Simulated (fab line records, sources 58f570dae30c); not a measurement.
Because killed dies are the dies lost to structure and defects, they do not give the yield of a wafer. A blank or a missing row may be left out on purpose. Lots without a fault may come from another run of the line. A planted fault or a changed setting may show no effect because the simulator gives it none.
Lot-split experiment -- flow berkeleyCmos170 -- 23 wafers read from 5 lots, route of 331 steps

ABOUT THE SPLIT
At UCB170_CONTACT_CVD_01 (deposits PSG from SiH4/O2/PH3, target thk 700 nm, time 2820 s), the setting sih4FlowSccm was moved away from the recipe's 60 sccm on 20 of the 23 wafers read, by -5.2% to +14.9%. For the rest of the wafers, this setting stayed at what the recipe calls for.

The reading is taken at the split's own step.

THE READING
PSG_of_CONTACT_CVD_01.thkNm (the simulator's own value, which no gauge read), in nm, at UCB170_CONTACT_CVD_01 (deposits PSG from SiH4/O2/PH3, target thk 700 nm, time 2820 s). There is no usual value for it anywhere in the file. Across the 3 wafers here that went through the recipe, the average is 708.1 nm and the standard deviation 2.9 nm.

wafer,"tool, chamber at the split","sih4FlowSccm as run, sccm",against the recipe,"PSG_of_CONTACT_CVD_01.thkNm, nm",against lot-mates on the recipe
L077.3,"lpcvd-02, 0",60,recipe,704.2,-
L077.4,"lpcvd-02, 0",60,recipe,709,-
L077.6,"lpcvd-02, 0",60,recipe,711.2,-
L074.1,"-, -",68.93,+14.9%,727.6,no lot-mate on the recipe
L074.2,"-, -",68.93,+14.9%,731.5,no lot-mate on the recipe
L074.3,"-, -",68.93,+14.9%,738.6,no lot-mate on the recipe
L074.5,"-, -",68.93,+14.9%,734.4,no lot-mate on the recipe
L074.6,"-, -",68.93,+14.9%,729.3,no lot-mate on the recipe
L078.1,"-, -",56.86,-5.2%,689,no lot-mate on the recipe
L078.2,"-, -",56.86,-5.2%,685.9,no lot-mate on the recipe
L078.3,"-, -",56.86,-5.2%,684.6,no lot-mate on the recipe
L078.4,"-, -",56.86,-5.2%,688.9,no lot-mate on the recipe
L078.5,"-, -",56.86,-5.2%,686.2,no lot-mate on the recipe
L080.1,"-, -",63.76,+6.3%,707.1,no lot-mate on the recipe
L080.2,"-, -",63.76,+6.3%,704.2,no lot-mate on the recipe
L080.4,"-, -",63.76,+6.3%,707.7,no lot-mate on the recipe
L080.5,"-, -",63.76,+6.3%,700.8,no lot-mate on the recipe
L080.6,"-, -",63.76,+6.3%,704.7,no lot-mate on the recipe
L085.1,"-, -",68.29,+13.8%,724.7,no lot-mate on the recipe
L085.2,"-, -",68.29,+13.8%,723.8,no lot-mate on the recipe
L085.3,"-, -",68.29,+13.8%,731.4,no lot-mate on the recipe
L085.4,"-, -",68.29,+13.8%,723.1,no lot-mate on the recipe
L085.6,"-, -",68.29,+13.8%,724,no lot-mate on the recipe

FIT RESULTS
A straight line over all 23 wafers: PSG_of_CONTACT_CVD_01.thkNm changes by +2.02 nm for each +1% of sih4FlowSccm; r = +0.94; the points scatter about the line by 6 nm.
Too few moved wafers with a lot-mate on the recipe to fit a line net of each lot's own level.

FILE'S OWN FIT
PSG_of_CONTACT_CVD_01.thkNm changes by +2.02 nm for each +1% of sih4FlowSccm, r = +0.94.
